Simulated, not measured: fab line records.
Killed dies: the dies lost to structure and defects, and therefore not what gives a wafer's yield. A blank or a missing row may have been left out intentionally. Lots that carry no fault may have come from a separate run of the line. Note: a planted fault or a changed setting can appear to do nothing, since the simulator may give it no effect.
What tool caused it? || flow rit_cmos || Sampling: 13 lots, 39 wafers, 4 of 202 route steps

## WHAT THE GAUGES READ, wafer by wafer
RIT_FOX2_THK_MEAS_01. Usual: FOX2_OXIDE_THK 350 nm, standard deviation 7.9.
{"lot": "L302", "measured": "day 1 22:20", "on": "film_metro-03", "FOX2_OXIDE_THK (nm)": "357 354 354", "flag": ""}
{"lot": "L303", "measured": "day 2 06:40", "on": "film_metro-04", "FOX2_OXIDE_THK (nm)": "354 344 347", "flag": ""}
{"lot": "L304", "measured": "day 2 08:26", "on": "film_metro-03", "FOX2_OXIDE_THK (nm)": "340 350 345", "flag": ""}
{"lot": "L306", "measured": "day 2 19:59", "on": "film_metro-04", "FOX2_OXIDE_THK (nm)": "336 339 339", "flag": ""}
{"lot": "L307", "measured": "day 2 22:35", "on": "film_metro-01", "FOX2_OXIDE_THK (nm)": "358 361 357", "flag": ""}
{"lot": "L308", "measured": "day 3 02:53", "on": "film_metro-03", "FOX2_OXIDE_THK (nm)": "349 342 349", "flag": ""}
{"lot": "L310", "measured": "day 3 12:21", "on": "film_metro-01", "FOX2_OXIDE_THK (nm)": "360 360 355", "flag": ""}
{"lot": "L311", "measured": "day 3 18:47", "on": "film_metro-01", "FOX2_OXIDE_THK (nm)": "348 353 349", "flag": ""}
{"lot": "L313", "measured": "day 4 05:32", "on": "film_metro-03", "FOX2_OXIDE_THK (nm)": "339 338 340", "flag": ""}
{"lot": "L314", "measured": "day 4 12:11", "on": "film_metro-01", "FOX2_OXIDE_THK (nm)": "344 348 345", "flag": ""}
{"lot": "L315", "measured": "day 4 21:29", "on": "film_metro-04", "FOX2_OXIDE_THK (nm)": "356 367 355", "flag": ""}
{"lot": "L319", "measured": "day 5 15:23", "on": "film_metro-04", "FOX2_OXIDE_THK (nm)": "319 321 325", "flag": "OFF"}
{"lot": "L325", "measured": "day 6 18:22", "on": "film_metro-01", "FOX2_OXIDE_THK (nm)": "358 361 360", "flag": ""}

RIT_FOX2_THK_MEAS_90. Usual: FIELD_OXIDE_LEFT_1_THK 323 nm, standard deviation 7.9.
{"lot": "L302", "measured": "day 1 23:13", "on": "film_metro-03", "FIELD_OXIDE_LEFT_1_THK (nm)": "329 327 327", "flag": ""}
{"lot": "L303", "measured": "day 2 07:37", "on": "film_metro-03", "FIELD_OXIDE_LEFT_1_THK (nm)": "327 317 319", "flag": ""}
{"lot": "L304", "measured": "day 2 09:19", "on": "film_metro-03", "FIELD_OXIDE_LEFT_1_THK (nm)": "313 323 317", "flag": ""}
{"lot": "L306", "measured": "day 2 20:52", "on": "film_metro-03", "FIELD_OXIDE_LEFT_1_THK (nm)": "308 312 312", "flag": ""}
{"lot": "L307", "measured": "day 2 23:28", "on": "film_metro-03", "FIELD_OXIDE_LEFT_1_THK (nm)": "330 333 329", "flag": ""}
{"lot": "L308", "measured": "day 3 03:50", "on": "film_metro-01", "FIELD_OXIDE_LEFT_1_THK (nm)": "322 314 321", "flag": ""}
{"lot": "L310", "measured": "day 3 13:14", "on": "film_metro-04", "FIELD_OXIDE_LEFT_1_THK (nm)": "332 332 327", "flag": ""}
{"lot": "L311", "measured": "day 3 19:40", "on": "film_metro-03", "FIELD_OXIDE_LEFT_1_THK (nm)": "321 326 321", "flag": ""}
{"lot": "L313", "measured": "day 4 06:25", "on": "film_metro-04", "FIELD_OXIDE_LEFT_1_THK (nm)": "311 310 313", "flag": ""}
{"lot": "L314", "measured": "day 4 13:08", "on": "film_metro-01", "FIELD_OXIDE_LEFT_1_THK (nm)": "317 320 317", "flag": ""}
{"lot": "L315", "measured": "day 4 23:07", "on": "film_metro-01", "FIELD_OXIDE_LEFT_1_THK (nm)": "328 339 327", "flag": ""}
{"lot": "L319", "measured": "day 5 16:16", "on": "film_metro-01", "FIELD_OXIDE_LEFT_1_THK (nm)": "291 293 298", "flag": "OFF"}
{"lot": "L325", "measured": "day 6 19:16", "on": "film_metro-04", "FIELD_OXIDE_LEFT_1_THK (nm)": "330 333 332", "flag": ""}

RIT_FOX2_THK_MEAS_91. Usual: FIELD_OXIDE_LEFT_2_THK 255 nm, standard deviation 7.8.
{"lot": "L302", "measured": "day 2 12:34", "on": "film_metro-03", "FIELD_OXIDE_LEFT_2_THK (nm)": "261 259 259", "flag": ""}
{"lot": "L303", "measured": "day 2 22:56", "on": "film_metro-01", "FIELD_OXIDE_LEFT_2_THK (nm)": "259 249 252", "flag": ""}
{"lot": "L304", "measured": "day 2 23:08", "on": "film_metro-01", "FIELD_OXIDE_LEFT_2_THK (nm)": "245 255 249", "flag": ""}
{"lot": "L306", "measured": "day 3 09:41", "on": "film_metro-01", "FIELD_OXIDE_LEFT_2_THK (nm)": "240 245 244", "flag": ""}
{"lot": "L307", "measured": "day 3 13:16", "on": "film_metro-01", "FIELD_OXIDE_LEFT_2_THK (nm)": "262 265 262", "flag": ""}
{"lot": "L308", "measured": "day 3 16:22", "on": "film_metro-03", "FIELD_OXIDE_LEFT_2_THK (nm)": "254 247 253", "flag": ""}
{"lot": "L310", "measured": "day 4 01:41", "on": "film_metro-04", "FIELD_OXIDE_LEFT_2_THK (nm)": "265 264 260", "flag": ""}
{"lot": "L311", "measured": "day 4 08:07", "on": "film_metro-01", "FIELD_OXIDE_LEFT_2_THK (nm)": "253 259 254", "flag": ""}
{"lot": "L313", "measured": "day 4 23:50", "on": "film_metro-03", "FIELD_OXIDE_LEFT_2_THK (nm)": "243 243 245", "flag": ""}
{"lot": "L314", "measured": "day 5 04:49", "on": "film_metro-01", "FIELD_OXIDE_LEFT_2_THK (nm)": "249 252 250", "flag": ""}
{"lot": "L315", "measured": "day 5 11:25", "on": "film_metro-04", "FIELD_OXIDE_LEFT_2_THK (nm)": "260 270 259", "flag": ""}
{"lot": "L319", "measured": "day 6 07:01", "on": "film_metro-01", "FIELD_OXIDE_LEFT_2_THK (nm)": "222 224 229", "flag": "OFF"}
{"lot": "L325", "measured": "day 7 08:55", "on": "film_metro-03", "FIELD_OXIDE_LEFT_2_THK (nm)": "261 265 263", "flag": ""}

## EACH LOT AND THE TOOL THAT RAN IT (in order: tool; ch and the chambers of the sampled wafers; start)
{"lot": "L302", "RIT_FOX2_OXIDATION_00": "furnace-03 ch 0, day 1 21:01"}
{"lot": "L303", "RIT_FOX2_OXIDATION_00": "furnace-03 ch 0, day 2 05:20"}
{"lot": "L304", "RIT_FOX2_OXIDATION_00": "furnace-01 ch 0, day 2 07:08"}
{"lot": "L306", "RIT_FOX2_OXIDATION_00": "furnace-01 ch 0, day 2 18:41"}
{"lot": "L307", "RIT_FOX2_OXIDATION_00": "furnace-03 ch 0, day 2 21:15"}
{"lot": "L308", "RIT_FOX2_OXIDATION_00": "furnace-03 ch 0, day 3 01:34"}
{"lot": "L310", "RIT_FOX2_OXIDATION_00": "furnace-03 ch 0, day 3 11:02"}
{"lot": "L311", "RIT_FOX2_OXIDATION_00": "furnace-01 ch 0, day 3 17:29"}
{"lot": "L313", "RIT_FOX2_OXIDATION_00": "furnace-04 ch 0, day 4 04:13"}
{"lot": "L314", "RIT_FOX2_OXIDATION_00": "furnace-04 ch 0, day 4 10:52"}
{"lot": "L315", "RIT_FOX2_OXIDATION_00": "furnace-03 ch 0, day 4 20:10"}
{"lot": "L319", "RIT_FOX2_OXIDATION_00": "furnace-03 ch 0, day 5 14:04"}
{"lot": "L325", "RIT_FOX2_OXIDATION_00": "furnace-01 ch 0, day 6 17:04"}
- RIT_FOX2_OXIDATION_00: target thk 350.7 nm, ox time 1130 s.

## AS READ BY THE TOOLS THEMSELVES (means over the sampled wafers that have a number; for cases with no such wafer, the mark the record gives instead)
The record holds no such reading with a usual standard deviation.

## THE ANSWER, worked out from the rows above alone
Rule: lot off if the mean of its wafers having a number is beyond 3 standard deviations from the usual mean. A lot without any number at a reading at which 4 lots or more have one is off too. All remaining lots with rows at the step are treated as sound. After the gauges, taken in route order, come the tools' own readings; for these a lot's mean is taken, as printed above. At the first step where some lot is off, the reading lying furthest off is the one used; lots without a number count as furthest.
Off: L319, at RIT_FOX2_THK_MEAS_01 (FOX2_OXIDE_THK).
A tool fits if, at a process step before that reading, it ran every lot that is off, and no sound lot after the first of them. The gauges at RIT_FOX2_THK_MEAS_01 aren't tried: what is off there is off at RIT_FOX2_THK_MEAS_90 too, on other tools, and a gauge's error can't cause that. One fits: furnace-03 at RIT_FOX2_OXIDATION_00. A fault onset in the window from L315 (day 4 20:10, its last sound lot) to L319 (day 5 14:04, its first lot off) fits.

## WHAT WAS PUT IN BY THE SIMULATOR
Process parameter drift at RIT_FOX2_OXIDATION_00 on furnace-03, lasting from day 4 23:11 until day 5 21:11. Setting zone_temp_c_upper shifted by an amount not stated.
Struck lots among those shown: L319. The same result came from the rule above.
